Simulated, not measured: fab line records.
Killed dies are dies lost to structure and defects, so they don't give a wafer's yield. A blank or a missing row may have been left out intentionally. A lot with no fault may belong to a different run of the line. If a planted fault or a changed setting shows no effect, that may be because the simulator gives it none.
Which of the tools did it? || flow berkeley_cmos170 || 12 lots, 36 wafers sampled, at 2 steps of a route of 331

## WHAT THE GAUGES READ, wafer by wafer
UCB170_START_BOW_MEAS_00.
{"lot": "L699", "measured": "day 1 10:01", "on": "film_metro-04", "INCOMING_BOW (um)": "-10 4 0"}
{"lot": "L700", "measured": "day 1 15:00", "on": "film_metro-01", "INCOMING_BOW (um)": "-5 -5 2"}
{"lot": "L701", "measured": "day 1 20:00", "on": "film_metro-01", "INCOMING_BOW (um)": "-2 -10 -3"}
{"lot": "L706", "measured": "day 2 21:00", "on": "film_metro-01", "INCOMING_BOW (um)": "1 12 0"}
{"lot": "L709", "measured": "day 3 12:00", "on": "film_metro-01", "INCOMING_BOW (um)": "1 5 9"}
{"lot": "L711", "measured": "day 3 22:00", "on": "film_metro-01", "INCOMING_BOW (um)": "-2 -14 3"}
{"lot": "L712", "measured": "day 4 03:00", "on": "film_metro-02", "INCOMING_BOW (um)": "2 13 6"}
{"lot": "L715", "measured": "day 4 18:00", "on": "film_metro-04", "INCOMING_BOW (um)": "-7 -2 2"}
{"lot": "L716", "measured": "day 4 23:01", "on": "film_metro-01", "INCOMING_BOW (um)": "-10 -12 -10"}
{"lot": "L719", "measured": "day 5 14:02", "on": "film_metro-01", "INCOMING_BOW (um)": "10 0 0"}
{"lot": "L721", "measured": "day 6 00:04", "on": "film_metro-01", "INCOMING_BOW (um)": "-4 8 -4"}
{"lot": "L722", "measured": "day 6 05:00", "on": "film_metro-02", "INCOMING_BOW (um)": "-3 -1 2"}

UCB170_NWELL_OVL_MEAS_12.
{"lot": "L699", "measured": "day 2 17:49", "on": "overlay-02", "NWELL_OVL (nm)": "4 2 -8"}
{"lot": "L700", "measured": "day 2 17:51", "on": "overlay-01", "NWELL_OVL (nm)": "5 7 6"}
{"lot": "L701", "measured": "day 2 23:57", "on": "overlay-02", "NWELL_OVL (nm)": "0 1 1"}
{"lot": "L706", "measured": "day 3 18:12", "on": "overlay-02", "NWELL_OVL (nm)": "-4 -5 3"}
{"lot": "L709", "measured": "day 4 07:40", "on": "overlay-01", "NWELL_OVL (nm)": "4 1 -1"}
{"lot": "L711", "measured": "day 5 02:31", "on": "overlay-02", "NWELL_OVL (nm)": "-7 -7 -4"}
{"lot": "L712", "measured": "day 5 11:03", "on": "overlay-02", "NWELL_OVL (nm)": "7 0 1"}
{"lot": "L715", "measured": "day 5 18:22", "on": "overlay-02", "NWELL_OVL (nm)": "3 -5 6"}
{"lot": "L716", "measured": "day 5 18:07", "on": "overlay-01", "NWELL_OVL (nm)": "3 -7 -2"}
{"lot": "L719", "measured": "day 6 09:43", "on": "overlay-02", "NWELL_OVL (nm)": "-1 -11 -9"}
{"lot": "L721", "measured": "day 6 17:33", "on": "overlay-02", "NWELL_OVL (nm)": "12 8 10"}
{"lot": "L722", "measured": "day 6 23:32", "on": "overlay-01", "NWELL_OVL (nm)": "2 4 4"}

## EACH LOT AND THE TOOL THAT RAN IT (in order: tool; ch and the chambers of the sampled wafers; start)
The record holds no process step before these readings.

## WHAT THE TOOLS THEMSELVES READ (means of the sampled wafers that have a number; where no wafer has one, the mark that the record gives instead)
The record holds no such reading with a usual standard deviation.

## THE ANSWER, worked out from the rows above alone
Rule: what is usual is taken from the lots themselves. The widest of any qualifying gaps counts: lots, ordered by their means at a reading, are off when they make up no more than a third of the lots, leave a main group of 4 or more, and stand apart from it by 3 or more times the standard deviation of that group's means. If all means in a main group match to the digits the tables above print for the reading, that group is not used. A lot without any number at a reading at which 4 lots or more have one is off too. Where the step has rows for the other lots, those lots are counted as sound. After the gauges, taken in route order, come the tools' own readings; for these a lot's mean is taken, as printed above. At the first step where some lot is off, the reading lying furthest off is the one used; lots without a number count as furthest.
None of the lots is off at any reading shown; this tells nothing.

## WHAT THE SIMULATOR HAD PUT IN
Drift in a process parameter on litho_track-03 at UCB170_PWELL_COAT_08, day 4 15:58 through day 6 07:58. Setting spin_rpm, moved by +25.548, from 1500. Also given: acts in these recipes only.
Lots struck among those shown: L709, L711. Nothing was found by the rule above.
